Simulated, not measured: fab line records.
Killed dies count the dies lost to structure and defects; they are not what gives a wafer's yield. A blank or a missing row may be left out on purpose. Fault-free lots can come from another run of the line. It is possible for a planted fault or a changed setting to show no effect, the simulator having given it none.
Problem report, 8D (eight disciplines) form, completed by code | flow berkeley-cmos170 | the parts of the form that need people (team, actions taken, sign-off) are left out

1. THE ISSUE
Mean PWELL_NITRIDE_THK at UCB170_PWELL_THK_MEAS_06: 376.0 nm over 6 wafers in 2 lots; fault-free wafers: 219.9 nm, standard deviation 2.3. Relative to the usual mean, that is a shift of +68 standard deviations.
The first sign was on wafer L470.1 at day 3 21:25, on film-metro-04. The record has a number at this step for 42 wafers belonging to 14 lots. The rule behind "out" and "out of limits": a value lying over 4 standard deviations away from the usual mean. All remaining wafers that have a number are taken as sound.

2. WHAT IT IS, AND WHAT IT ISN'T
question                    | is                           | is not
which readings at this step | PWELL_NITRIDE_THK            | -
which lots                  | L469, L470                   | L464, L465, L466, L467, L468, L480, L481, L482, L484, L485, L486, L487
which wafers of those lots  | all that have a number       | -
read on which gauges        | film-metro-02, film-metro-04 | film-metro-01
when                        | from day 3 21:25             | up to then (15 sound wafers); but 21 sound wafers of L480, L481, L482, L484, L485, L486, L487 came after

3. THE SUSPECTS, EACH WITH WHAT RULES IT OUT
Counting: a tool stays on the suspect list if, at a process step up to the reading, it processed all lots that are out and no sound lot following the first of them.
- ruled out: the gauge at UCB170_PWELL_THK_MEAS_06. 2 gauges (film-metro-02, film-metro-04) read the wafers that are out.
- lpcvd-01 at UCB170_PWELL_CVD_05 (deposits Si3N4 from SiH2Cl2/NH3, target thk 220 nm, time 3300 s): ruled out as a lasting fault. Following L470 (day 3 19:29), the first lot on it that is out, the sound lots L481, L482, L485, L486, L487 were run on it.
Left after counting: nothing in the record.

4. THE CAUSE (what the simulator had put in)
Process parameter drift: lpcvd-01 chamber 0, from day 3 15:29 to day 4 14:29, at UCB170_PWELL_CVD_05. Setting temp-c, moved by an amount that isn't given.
It was ruled out by counting, in error; the rule expects a fault to strike all lots run on its tool from its start on, and this fault did not.

5. THE EFFECT CHAIN, in route order
Each row: a reading where the mean over the struck wafers with a number is more than 3 standard deviations away from the usual. Readings are gone through only where the record gives a usual standard deviation; hours: the median, over the lots, of the time from a lot's start at the first step in this table giving one to that lot's start at this step; sigmas: the change measured in usual standard deviations.
hours | step                     | reading               | usual      | on struck wafers | change | sigmas
0     | UCB170_PWELL_CVD_05      | spike-tc-centre-C     | 802.3 C    | 892.1            | +89.8  | +50
0     | UCB170_PWELL_CVD_05      | spike-tc-load-C       | 824.4 C    | 915.8            | +91.4  | +48
0     | UCB170_PWELL_CVD_05      | spike-tc-source-C     | 823.1 C    | 912.9            | +89.8  | +47
0     | UCB170_PWELL_CVD_05      | susceptor-temp-C      | 800.0 C    | 889.2            | +89.2  | +99 or more
0     | UCB170_PWELL_CVD_05      | zone-power-load-pct   | 18.4 %     | 24.2             | +5.8   | +6.7
0     | UCB170_PWELL_CVD_05      | zone-power-source-pct | 21.3 %     | 26.2             | +4.9   | +6.1
2     | UCB170_PWELL_THK_MEAS_06 | PWELL_NITRIDE_THK     | 219.9 nm   | 376.0            | +156.1 | +68
3     | UCB170_PWELL_ETCH_14     | oes-product-au        | 0.939 a.u. | 0.981            | +0.042 | +3.0
Process steps it contains:
- UCB170_PWELL_CVD_05: deposits Si3N4 from SiH2Cl2/NH3, target thk 220 nm, time 3300 s.
- UCB170_PWELL_ETCH_14: etches Si3N4 in CH3F/Ar/O2, stops on SiO2, target depth 242 nm, time 151 s.

6. HOW IT WOULD HAVE BEEN CAUGHT EARLIER
6 hours passed between the start of the fault at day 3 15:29 and the first reading out of limits at a measuring or inspecting step in this record, taken at day 3 21:25.
The tool's own readings at UCB170_PWELL_CVD_05 were out on every struck wafer that the step has a row for (spike-tc-centre-C, spike-tc-load-C, spike-tc-source-C, susceptor-temp-C, zone-power-load-pct, zone-power-source-pct): an alarm limit on them would have fired on the first of those.
